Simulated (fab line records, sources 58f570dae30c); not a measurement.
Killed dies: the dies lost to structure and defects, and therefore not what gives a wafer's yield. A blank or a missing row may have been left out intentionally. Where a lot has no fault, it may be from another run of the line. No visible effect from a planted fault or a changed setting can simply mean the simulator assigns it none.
Which tool is to blame? -- flow berkeley-cmos170 -- 14 lots with 42 wafers sampled at 5 steps, on a route of 331 steps

WHAT EACH GAUGE READ, for each wafer
UCB170_PWELL_OVL_MEAS_13. Usual: PWELL_OVL 3 nm, standard deviation 5.7.
lot,measured,on,PWELL_OVL (nm),flag
L775,day 3 06:46,overlay-01,5 9 15,
L776,day 3 06:50,overlay-01,8 6 4,
L777,day 3 10:14,overlay-02,6 11 7,
L778,day 3 14:14,overlay-02,7 12 8,
L779,day 3 17:32,overlay-01,0 0 -5,
L780,day 3 22:04,overlay-01,0 -2 -6,
L782,day 4 15:37,overlay-01,1 1 -3,
L783,day 5 01:04,overlay-01,7 0 10,
L786,day 5 18:31,overlay-02,2 -3 10,
L788,day 6 01:10,overlay-01,-2 5 3,
L794,day 7 08:37,overlay-01,-8 -4 -2,
L795,day 7 08:44,overlay-01,10 7 12,
L797,day 7 19:50,overlay-01,1 5 2,
L798,day 7 20:02,overlay-01,-2 -2 1,

UCB170_PWELL_TW_MEAS_17. Usual: PWELL_TW 378.6, standard deviation 2.2.
lot,measured,on,PWELL_TW,flag
L775,day 3 07:10,film-metro-04,378.7 381.2 382.1,
L776,day 3 07:13,film-metro-01,377.6 378.8 374.9,
L777,day 3 10:38,film-metro-04,378.7 380.3 380.4,
L778,day 3 14:38,film-metro-04,379.2 377.6 378.7,
L779,day 3 17:55,film-metro-04,378.0 379.8 377.6,
L780,day 3 22:28,film-metro-04,379.8 378.8 380.8,
L782,day 4 16:01,film-metro-02,382.0 379.6 377.8,
L783,day 5 01:28,film-metro-04,376.7 376.3 378.1,
L786,day 5 18:55,film-metro-02,354.2 353.0 356.1 352.5 352.6 354.4,OFF
L788,day 6 01:33,film-metro-04,350.8 352.4 347.6 349.9 351.2 351.1,OFF
L794,day 7 09:01,film-metro-02,379.5 378.3 380.0,
L795,day 7 09:19,film-metro-02,379.5 380.0 380.2,
L797,day 7 20:17,film-metro-04,377.3 378.8 378.0,
L798,day 7 20:26,film-metro-04,379.2 376.7 375.9,

UCB170_V1_CD_MEAS_12: target cd 700 nm. Usual: cd-nm at 700.2 nm, with a standard deviation of 1.5.
lot,measured,on,cd-nm (nm),flag
L775,day 8 05:17,cd-sem-02,700.4 701.7 700.8,
L776,day 8 05:13,cd-sem-01,700.1 699.5 699.4,
L777,day 8 17:05,cd-sem-02,699.9 697.9 696.7,
L778,day 8 17:07,cd-sem-01,701.9 701.0 702.5,
L779,day 8 16:58,cd-sem-02,698.1 697.7 698.5,
L780,day 8 18:05,cd-sem-02,701.6 700.6 699.9,
L782,day 8 17:58,cd-sem-01,702.0 700.5 700.9,
L783,day 9 10:09,cd-sem-02,701.0 700.4 700.4,
L786,day 10 01:45,cd-sem-01,699.9 699.7 699.3,
L788,day 10 17:22,cd-sem-02,699.0 698.8 699.2,
L794,day 12 10:00,cd-sem-01,697.5 698.8 698.4,
L795,day 12 10:25,cd-sem-02,699.4 700.0 700.9,
L797,day 12 21:20,cd-sem-01,704.4 702.6 703.7,
L798,day 12 20:32,cd-sem-01,700.4 701.9 701.0,

UCB170_V1_OVL_MEAS_13. Usual: V1_OVL -1 nm, standard deviation 5.5.
lot,measured,on,V1_OVL (nm),flag
L775,day 8 05:25,overlay-01,-1 -7 1,
L776,day 8 05:20,overlay-02,6 0 11,
L777,day 8 17:12,overlay-01,6 6 7,
L778,day 8 17:12,overlay-02,-3 -4 3,
L779,day 8 17:05,overlay-01,0 -8 0,
L780,day 8 18:12,overlay-02,-8 0 -1,
L782,day 8 18:02,overlay-01,7 1 8,
L783,day 9 10:16,overlay-01,-1 -2 4,
L786,day 10 01:50,overlay-01,-1 -7 1,
L788,day 10 17:29,overlay-01,2 4 5,
L794,day 12 10:07,overlay-02,6 6 4,
L795,day 12 10:30,overlay-01,6 6 -2,
L797,day 12 21:26,overlay-01,10 10 13,
L798,day 12 20:39,overlay-02,-4 2 -3,

WHAT TOOL EACH LOT RAN ON (gives the tool, then ch and the chambers of the sampled wafers, and finally the start)
lot,UCB170_PWELL_IMPLANT_15
L775,"implanter-01 ch 0, day 3 06:55"
L776,"implanter-02 ch 0, day 3 06:58"
L777,"implanter-03 ch 0, day 3 10:23"
L778,"implanter-03 ch 0, day 3 14:26"
L779,"implanter-03 ch 0, day 3 17:40"
L780,"implanter-01 ch 0, day 3 22:13"
L782,"implanter-03 ch 0, day 4 15:49"
L783,"implanter-03 ch 0, day 5 01:13"
L786,"implanter-03 ch 0, day 5 18:41"
L788,"implanter-03 ch 0, day 6 01:18"
L794,"implanter-01 ch 0, day 7 08:46"
L795,"implanter-01 ch 0, day 7 09:06"
L797,"implanter-01 ch 0, day 7 20:03"
L798,"implanter-01 ch 0, day 7 20:11"
- UCB170_PWELL_IMPLANT_15

AS READ BY THE TOOLS THEMSELVES (means over the sampled wafers that have a number; for cases with no such wafer, the mark the record gives instead)
UCB170_PWELL_IMPLANT_15. Usual: dose-ions-cm2 5e+12, standard deviation 4.5e+09; faraday-current-uA 15.9, standard deviation 0.31.
lot,tool,dose-ions-cm2,faraday-current-uA,flag
L775,implanter-01,5e+12,15.7,
L776,implanter-02,5e+12,16.0,
L777,implanter-03,5e+12,16.0,
L778,implanter-03,5e+12,16.0,
L779,implanter-03,5e+12,15.6,
L780,implanter-01,5e+12,15.5,
L782,implanter-03,5e+12,16.0,
L783,implanter-03,5e+12,15.9,
L786,implanter-03,4e+12,12.6,OFF
L788,implanter-03,4e+12,12.5,OFF
L794,implanter-01,5e+12,16.1,
L795,implanter-01,5e+12,16.0,
L797,implanter-01,5e+12,15.8,
L798,implanter-01,5e+12,15.8,

THE ANSWER, worked out from the rows above alone
Rule: a lot is off if the mean of its wafers that have a number lies more than 3 standard deviations from the usual mean. A lot without any number at a reading at which 4 lots or more have one is off too. Any other lot the step has rows for is counted as sound. After the gauges, taken in route order, come the tools' own readings; for these a lot's mean is taken, as printed above. At the first step where some lot is off, the reading lying furthest off is the one used; lots without a number count as furthest.
Off: L786, L788, seen at UCB170_PWELL_TW_MEAS_17 (PWELL_TW).
If a tool, at a process step before that reading, ran all the lots that are off and no sound lot after the first of them, it fits. The gauges at UCB170_PWELL_TW_MEAS_17 aren't tried: what is off there is off at UCB170_PWELL_IMPLANT_15 too, on other tools, and a gauge's error can't cause that. One candidate fits, namely implanter-03 at UCB170_PWELL_IMPLANT_15. A fault onset in the window from L783 (day 5 01:13, its last sound lot) to L786 (day 5 18:41, its first lot off) fits.
The tool's own readings at UCB170_PWELL_IMPLANT_15 bear it out: on the lots that are off they differ by more than 5 times the standard deviation of the sound lots' means. dose-ions-cm2 reads 4e+12 there against 5e+12 on the sound lots; faraday-current-uA reads 12.6 there against 15.9 on the sound lots.

WHAT HAD BEEN PUT IN BY THE SIMULATOR
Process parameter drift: implanter-03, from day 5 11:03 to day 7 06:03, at UCB170_PWELL_IMPLANT_15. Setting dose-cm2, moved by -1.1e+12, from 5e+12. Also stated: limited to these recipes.
Lots struck among those shown: L786, L788. The rule above found the same.
